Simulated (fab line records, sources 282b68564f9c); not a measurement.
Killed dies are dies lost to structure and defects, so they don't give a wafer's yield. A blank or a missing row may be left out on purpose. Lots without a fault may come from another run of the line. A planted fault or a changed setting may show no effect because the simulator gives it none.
fab line records | flow rit_cmos
record lots=7 wafers=21 last_day=8
route steps=202 shown REOX@100 NLDD@103 PLDD@114 SPACER@125
lots that met no fault: from a run of the same line without faults
start_h: hours from the record's first day to the start of the lot's first wafer shown | wait_h: hours since the lot's step before | " the same as in the row above | L1.1+2: a row that stands for several wafers | - no value, or no start given | * or withheld: withheld | < > ~ a bound
route shown NAME@n: a module of which the file shows steps, and the number in the route of the first | usual: mean/standard deviation of fault-free wafers | same: alike in all rows | chamber/n: place in a boat | sites: the reading at each site | _std_site: their standard deviation | _edge_site: outer sites' mean less inner sites' | radius_mm: how far each site lies from the wafer's centre | mask NAME#n: copy n | behind: the tool/chamber that last shaped the wafer | hold: why the lot was held/for how many hours/how that ended | device: the transistor (n, p or np) that didn't switch | end of line: the same wafers' tests at the end of the route | a step without rows: its recipe alone | killed: dies lost to structure and defects at the first sort, not the wafer's yield | map: a wafer's dies, x killed, . not, _ none there
set.NAME: the setting as run; set.NAME@STEP: as run at that earlier step | model.NAME: the simulator's own value behind a step, which no gauge read
lots at some steps of the route; a table a step, a row a wafer
services: from which hour (start_h, from the record's first day; less than 0 if before it) a tool's chamber was out of use, for how many hours, and why
## steps
# step RIT_REOX_CLEAN_02
# recipe chemistry=SC2 mix=3:3:50 time_s=600 temp_c=75 dry=n2_spin
# step RIT_REOX_OXIDATION_03
# recipe temp_c=900 ambient=O2 target_thk_a=252 ox_time_s=5580
# step RIT_REOX_THK_MEAS_04
# recipe reads=SiO2_of_REOX_OXIDATION_03
# usual REOX_OXIDE_THK=25.5/0.45
# columns lot.wafer tool chamber start_h wait_h REOX_OXIDE_THK[nm]
L763.3 film_metro-01 - 72.26 0.0 25.8
L763.4 " - " " 26.1
L763.6 " - " " 25.9
L766.1 film_metro-02 - 87.68 0.0 25.2
L766.3 " - " " 25.5
L766.5 " - " " 25.4
L773.1 film_metro-01 - 116.27 0.0 26.1
L773.2 " - " " 25.8
L773.4 " - " " 25.6
L774.2 film_metro-01 - 123.47 0.0 24.6
L774.4 " - " " 24.7
L774.6 " - " " 25.0
L775.1 film_metro-01 - 126.01 0.0 25.4
L775.2 " - " " 25.4
L775.3 " - " " 25.6
L781.1 film_metro-02 - 161.68 0.0 25.7
L781.2 " - " " 25.5
L781.3 " - " " 25.5
L782.1 film_metro-03 - 170.90 0.0 25.2
L782.5 " - " " 24.9
L782.6 " - " " 25.4
# step RIT_NLDD_HMDS_00
# recipe prime_time_s=60 prime_temp_c=140
# step RIT_NLDD_COAT_01
# recipe resist=NOVOLAK spin_rpm=3250 resist_thk_nm=1000
# step RIT_NLDD_SOFTBAKE_02
# recipe resist=NOVOLAK temp_c=90 time_s=60
# step RIT_NLDD_EXPOSE_03
# recipe mask_id=M7 na=0.57 target_cd_nm=40700 dose_mj=250
# step RIT_NLDD_PEB_04
# recipe resist=NOVOLAK temp_c=withheld time_s=withheld
# step RIT_NLDD_DEVELOP_05
# recipe resist=NOVOLAK develop_time_s=50 dev_temp_c=23
# step RIT_NLDD_OVL_MEAS_06
# usual NLDD_OVL=1.1/1.4
# columns lot.wafer tool chamber start_h wait_h NLDD_OVL[nm]
L763.3 overlay-02 - 73.18 - 1.4
L763.4 " - " " 1.6
L763.6 " - " " 1.5
L766.1 overlay-01 - 88.59 - 2.5
L766.3 " - " " 2.2
L766.5 " - " " 2.2
L773.1 overlay-01 - 117.31 - -0.7
L773.2 " - " " -1.7
L773.4 " - " " 1.3
L774.2 overlay-02 - 124.62 - 0.5
L774.4 " - " " 1.3
L774.6 " - " " 1.3
L775.1 overlay-02 - 126.92 - 0.8
L775.2 " - " " -0.3
L775.3 " - " " 0.8
L781.1 overlay-02 - 162.84 - 1.2
L781.2 " - " " 1.5
L781.3 " - " " 1.9
L782.1 overlay-02 - 171.85 - -0.2
L782.5 " - " " 0.6
L782.6 " - " " 1.2
# step RIT_NLDD_HARDBAKE_07
# recipe resist=NOVOLAK temp_c=140 time_s=60
# step RIT_NLDD_IMPLANT_08
# recipe species=P energy_kev=20 dose_cm2=5e+14 tilt_deg=7
# step RIT_NLDD_STRIP_09
# recipe chemistry=O2 time_s=180 resist=NOVOLAK platen_temp_c=withheld power_w=500 pressure_mtorr=4000 o2_flow_sccm=4000
# usual chamber_pressure_mTorr=4000/3.6 drypump_motor_current_A=6.0/0.31
# columns lot.wafer tool chamber start_h wait_h chamber_pressure_mTorr drypump_motor_current_A rf_hours_counter_h model.NOVOLAK_of_NLDD_COAT_01.thk_nm
L763.3 plasma_asher-01 1 73.56 0.1 4004 5.7 - 0
L763.4 " 0 " " 3998 6.2 - 0
L763.6 " 0 " " 4007 6.1 - 0
L766.1 plasma_asher-04 1 88.93 0.1 4000 6.0 44 0
L766.3 " 1 " " 3991 6.0 - 0
L766.5 " 0 " " 3999 6.3 - 0
L773.1 plasma_asher-03 1 117.64 0.1 - - - 884.5
L773.2 " 0 " " - - - 882.4
L773.4 " 1 " " - - - 880.3
L774.2 plasma_asher-01 1 124.95 0.1 - - - 883
L774.4 " 1 " " - - - 886.1
L774.6 " 1 " " - - - 885.8
L775.1 plasma_asher-01 1 127.26 0.1 - - - 884.1
L775.2 " 0 " " - - - 885.6
L775.3 " 1 " " - - - 884.7
L781.1 plasma_asher-03 0 163.17 0.1 4001 5.6 52 0
L781.2 " 1 " " 4009 6.5 52 0
L781.3 " 1 " " 3996 6.4 - 0
L782.1 plasma_asher-03 1 172.19 0.1 4002 6.4 53 0
L782.5 " 1 " " 3998 6.4 - 0
L782.6 " 0 " " 3999 5.6 - 0
# step RIT_NLDD_TW_MEAS_10
# usual NLDD_TW=2480/22
# columns lot.wafer tool chamber start_h wait_h NLDD_TW
L763.3 film_metro-04 - 73.70 0.1 2491
L763.4 " - " " 2483
L763.6 " - " " 2476
L766.1 film_metro-01 - 89.10 0.1 2488
L766.3 " - " " 2479
L766.5 " - " " 2489
L773.1 film_metro-04 - 117.82 0.1 2484
L773.2 " - " " 2499
L773.4 " - " " 2474
L774.2 film_metro-04 - 125.13 0.1 2473
L774.4 " - " " 2492
L774.6 " - " " 2476
L775.1 film_metro-04 - 127.43 0.1 2483
L775.2 " - " " 2475
L775.3 " - " " 2469
L781.1 film_metro-02 - 163.35 0.1 2439
L781.2 " - " " 2433
L781.3 " - " " 2438
L782.1 film_metro-01 - 172.36 0.1 2489
L782.5 " - " " 2483
L782.6 " - " " 2489
# step RIT_PLDD_HMDS_00
# recipe prime_time_s=60 prime_temp_c=140
# step RIT_PLDD_COAT_01
# recipe resist=NOVOLAK spin_rpm=3250 resist_thk_nm=1000
# step RIT_PLDD_SOFTBAKE_02
# recipe resist=NOVOLAK temp_c=90 time_s=60
# step RIT_PLDD_EXPOSE_03
# recipe mask_id=M8 na=0.57 target_cd_nm=40900 dose_mj=250
# step RIT_PLDD_PEB_04
# recipe resist=NOVOLAK temp_c=withheld time_s=withheld
# step RIT_PLDD_DEVELOP_05
# recipe resist=NOVOLAK develop_time_s=50 dev_temp_c=23
# step RIT_PLDD_OVL_MEAS_06
# usual PLDD_OVL=0.6/1.6
# columns lot.wafer tool chamber start_h wait_h PLDD_OVL[nm]
L763.3 overlay-02 - 74.72 - -0.5
L763.4 " - " " -0.4
L763.6 " - " " -0.9
L766.1 overlay-01 - 90.14 - -1.0
L766.3 " - " " -1.1
L766.5 " - " " -1.2
L773.1 overlay-02 - 118.73 - 1.2
L773.2 " - " " 1.6
L773.4 " - " " 2.0
L774.2 overlay-01 - 126.16 - 2.0
L774.4 " - " " 1.9
L774.6 " - " " 1.2
L775.1 overlay-02 - 128.47 - -0.9
L775.2 " - " " -0.5
L775.3 " - " " -1.7
L781.1 overlay-01 - 164.54 - 1.8
L781.2 " - " " 2.8
L781.3 " - " " 3.4
L782.1 overlay-01 - 173.27 - 2.5
L782.5 " - " " 2.1
L782.6 " - " " 1.8
# step RIT_PLDD_HARDBAKE_07
# recipe resist=NOVOLAK temp_c=140 time_s=60
# step RIT_PLDD_IMPLANT_08
# recipe species=BF2 energy_kev=20 dose_cm2=9e+14 tilt_deg=7
# step RIT_PLDD_STRIP_09
# recipe chemistry=O2 time_s=180 resist=NOVOLAK platen_temp_c=withheld power_w=500 pressure_mtorr=4000 o2_flow_sccm=4000
# usual chamber_pressure_mTorr=4000/3.8 drypump_motor_current_A=5.9/0.56
# columns lot.wafer tool chamber start_h wait_h chamber_pressure_mTorr drypump_motor_current_A rf_hours_counter_h
L763.3 plasma_asher-01 0 75.11 0.1 4001 6.2 -
L763.4 " 1 " " 3999 5.6 -
L763.6 " 0 " " 4002 6.2 -
L766.1 plasma_asher-01 0 90.47 0.1 4002 6.1 31
L766.3 " 1 " " 4003 5.7 -
L766.5 " 1 " " 3999 5.7 -
L773.1 plasma_asher-02 1 119.06 0.1 4000 4.9 46
L773.2 " 0 " " 4004 6.6 46
L773.4 " 1 " " 4000 4.9 -
L774.2 plasma_asher-02 1 126.49 0.1 3996 4.9 47
L774.4 " 1 " " 3998 4.9 -
L774.6 " 0 " " 3997 6.6 -
L775.1 plasma_asher-02 0 128.80 0.1 3998 6.6 47
L775.2 " 1 " " 3997 4.9 47
L775.3 " 0 " " 4000 6.6 -
L781.1 plasma_asher-01 0 164.88 0.1 4001 6.1 38
L781.2 " 1 " " 4001 5.6 38
L781.3 " 0 " " 4000 6.2 -
L782.1 plasma_asher-02 0 173.61 0.1 3999 6.6 51
L782.5 " 1 " " 4001 4.9 -
L782.6 " 0 " " 4008 6.6 -
# step RIT_PLDD_TW_MEAS_10
# usual PLDD_TW=2338/22
# columns lot.wafer tool chamber start_h wait_h PLDD_TW
L763.3 film_metro-01 - 75.24 0.1 2366
L763.4 " - " " 2362
L763.6 " - " " 2366
L766.1 film_metro-04 - 90.65 0.1 2328
L766.3 " - " " 2339
L766.5 " - " " 2336
L773.1 film_metro-01 - 119.24 0.1 30
L773.2 " - " " 30
L773.4 " - " " 30
L774.2 film_metro-01 - 126.68 0.1 30
L774.4 " - " " 30
L774.6 " - " " 30
L775.1 film_metro-02 - 128.98 0.1 30
L775.2 " - " " 30
L775.3 " - " " 30
L781.1 film_metro-01 - 165.06 0.1 2350
L781.2 " - " " 2349
L781.3 " - " " 2363
L782.1 film_metro-04 - 173.79 0.1 2332
L782.5 " - " " 2334
L782.6 " - " " 2329
# step RIT_SPACER_CLEAN_00
# recipe chemistry=SC1 mix=3:3:50 time_s=600 temp_c=75
## services
# columns tool chamber start_h hours kind
plasma_asher-04 - 108.75 9.0 pm
plasma_asher-04 0 108.75 9.0 vent_cycle
plasma_asher-04 1 108.75 9.0 vent_cycle
plasma_asher-04 0 117.75 - clean
plasma_asher-04 1 117.75 - clean
## key
first_sign step=RIT_NLDD_STRIP_09 reading=tool_record direction=missing
effect step=RIT_PLDD_TW_MEAS_10 reading=PLDD_TW direction=down sigmas=99+ usual=2338 struck=30
model_effect step=RIT_NLDD_STRIP_09 value=NOVOLAK_of_NLDD_COAT_01.thk_nm without=0 struck=884.1
met_at RIT_NLDD_STRIP_09
struck_wafers L773.1,L773.2,L773.4,L774.2,L774.4,L774.6,L775.1,L775.2,L775.3
sort_left_out L773.1,L773.2,L773.4,L774.2,L774.4,L774.6,L775.1,L775.2,L775.3
tester_left_out L773,L774,L775
onset_between 73.56 117.64
fault kind=skipped_step_whole tool=plasma_asher-01,plasma_asher-03 chamber=- onset_h=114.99 steps=RIT_NLDD_STRIP_09 scope=struck_lots_only
# tester_left_out: of these lots the tester's yield and bins aren't shown, on N5 and GAA mostly nor the transistor test; their killed dies are dies lost to structure and defects alone, not to doping, threshold or leakage, so they don't give the yield
# sort_left_out: the simulated sort isn't trusted on such a fault, so these wafers' sort isn't shown, and their yield isn't known
